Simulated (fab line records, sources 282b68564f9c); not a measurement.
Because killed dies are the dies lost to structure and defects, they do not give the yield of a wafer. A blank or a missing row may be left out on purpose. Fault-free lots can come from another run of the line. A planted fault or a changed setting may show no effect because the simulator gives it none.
Comparing a struck lot with a sound one | flow rit-cmos | 21 steps out of a route of 202
Sound: the wafers L810.2, L810.3, L810.6. Struck: wafers L825.1, L825.2, L825.3. At the end, the cause is stated.
Per side, at each step with rows, come the tool, then ch with its chambers, and then its first start. Under that, the readings that differ: sound wafers | struck wafers | difference of the means | sigmas: that difference in standard deviations of wafers without a fault.
alike: same words and numbers on both sides, and readings whose means sit less than 2 such deviations apart. not compared: any withheld reading, any reading some wafer has no value for, any bound like >300 that may hide the same value, and any number with overlapping values for which the record gives no deviation.
Wherever a step has rows on one side only, a row that says differs or no value, or a row with sigmas, the two part there. When numbers do not overlap yet have no deviation, they are printed without sigmas and do not part them. A reading that every wafer of one side lacks parts them only if that side has two wafers or more.

first, 3 steps without rows for these wafers: RIT_PWELL_EXPOSE_03 (exposes mask M3, target cd 43700 nm); RIT_PWELL_PEB_04; RIT_PWELL_DEVELOP_05 (develop time 68 s).
RIT_PWELL_OVL_MEAS_06:
  sound on overlay-01, day 3 00:06; struck on overlay-02, day 6 04:44
  reading        | sound       | struck         | difference | sigmas
  PWELL_OVL (nm) | 1.2 1.7 1.1 | -1.6 -0.7 -0.9 | -2.4       | -2
then, 2 steps without rows for these wafers: RIT_PWELL_HARDBAKE_07 (time 120 s); RIT_PWELL_IMPLANT_08.
RIT_PWELL_STRIP_09: strips in O2, time 180 s.
  sound on plasma-asher-01 ch 1, day 3 00:32; struck on plasma-asher-02 ch 0,1, day 6 05:11
  alike: drypump-motor-current-A
  not compared: rf-hours-counter-h
RIT_PWELL_TW_MEAS_10:
  sound on film-metro-02, day 3 00:43; struck on film-metro-01, day 6 05:22
  alike: PWELL_TW
then, 1 step without rows for these wafers: RIT_WELLDRIVE_ANNEAL_00 (time 14700 s).
RIT_WELLDRIVE_RS_MEAS_01: measurement is done with a four-point probe.
  sound on film-metro-02, day 3 06:04; struck on film-metro-01, day 6 11:14
  alike: NWELL_RS
RIT_WELLDRIVE_RS_MEAS_02: measurement is done with a four-point probe.
  sound on film-metro-02, day 3 06:11; struck on film-metro-01, day 6 11:22
  alike: PWELL_RS
then, 1 step without rows for these wafers: RIT_NRETRO_HMDS_00 (prime time 60 s).
RIT_NRETRO_COAT_01: resist thk 1300 nm.
  sound on litho-track-04 ch 0, day 3 06:28; struck on litho-track-04 ch 0, day 6 11:38
  reading                                     | sound                | struck               | difference | sigmas
  spin-speed-rpm (rpm)                        | 1998.6 1998.3 1999.6 | 1659.4 1660.9 1659.5 | -338.9     | -99 or more
  model.NOVOLAK_of_NRETRO_COAT_01.thk-nm (nm) | 1294 1299 1294       | 1427 1423 1430       | +131       |
then, 4 steps without rows for these wafers: RIT_NRETRO_SOFTBAKE_02 (time 60 s); RIT_NRETRO_EXPOSE_03 (exposes mask M4, target cd 43900 nm); RIT_NRETRO_PEB_04; RIT_NRETRO_DEVELOP_05 (develop time 68 s).
RIT_NRETRO_OVL_MEAS_06:
  sound on overlay-02, day 3 07:10; struck on overlay-01, day 6 12:26
  alike: NRETRO_OVL
RIT_NRETRO_HARDBAKE_07: time 120 s.
  sound on litho-track-04 ch 0, day 3 07:14; struck on litho-track-02 ch 0, day 6 12:29
  reading                                     | sound          | struck         | difference | sigmas
  model.NOVOLAK_of_NRETRO_COAT_01.thk-nm (nm) | 1132 1136 1131 | 1247 1242 1249 | +113       |
after that, 1 step had no rows for these wafers: RIT_NRETRO_IMPLANT_08.
RIT_M1_PROBE_99:
  sound on prober-02, day 4 17:41; struck on prober-01, day 7 19:16
  alike: killed-at-contacts, killed-at-front-end, killed-dies, killed-open, killed-short

## WHERE THEY PART
First at RIT_PWELL_OVL_MEAS_06; last, within this record, at RIT_NRETRO_COAT_01. Later steps at which nothing parts them and some readings are alike: RIT_NRETRO_OVL_MEAS_06, RIT_M1_PROBE_99.

WHY: whatever the simulator had introduced
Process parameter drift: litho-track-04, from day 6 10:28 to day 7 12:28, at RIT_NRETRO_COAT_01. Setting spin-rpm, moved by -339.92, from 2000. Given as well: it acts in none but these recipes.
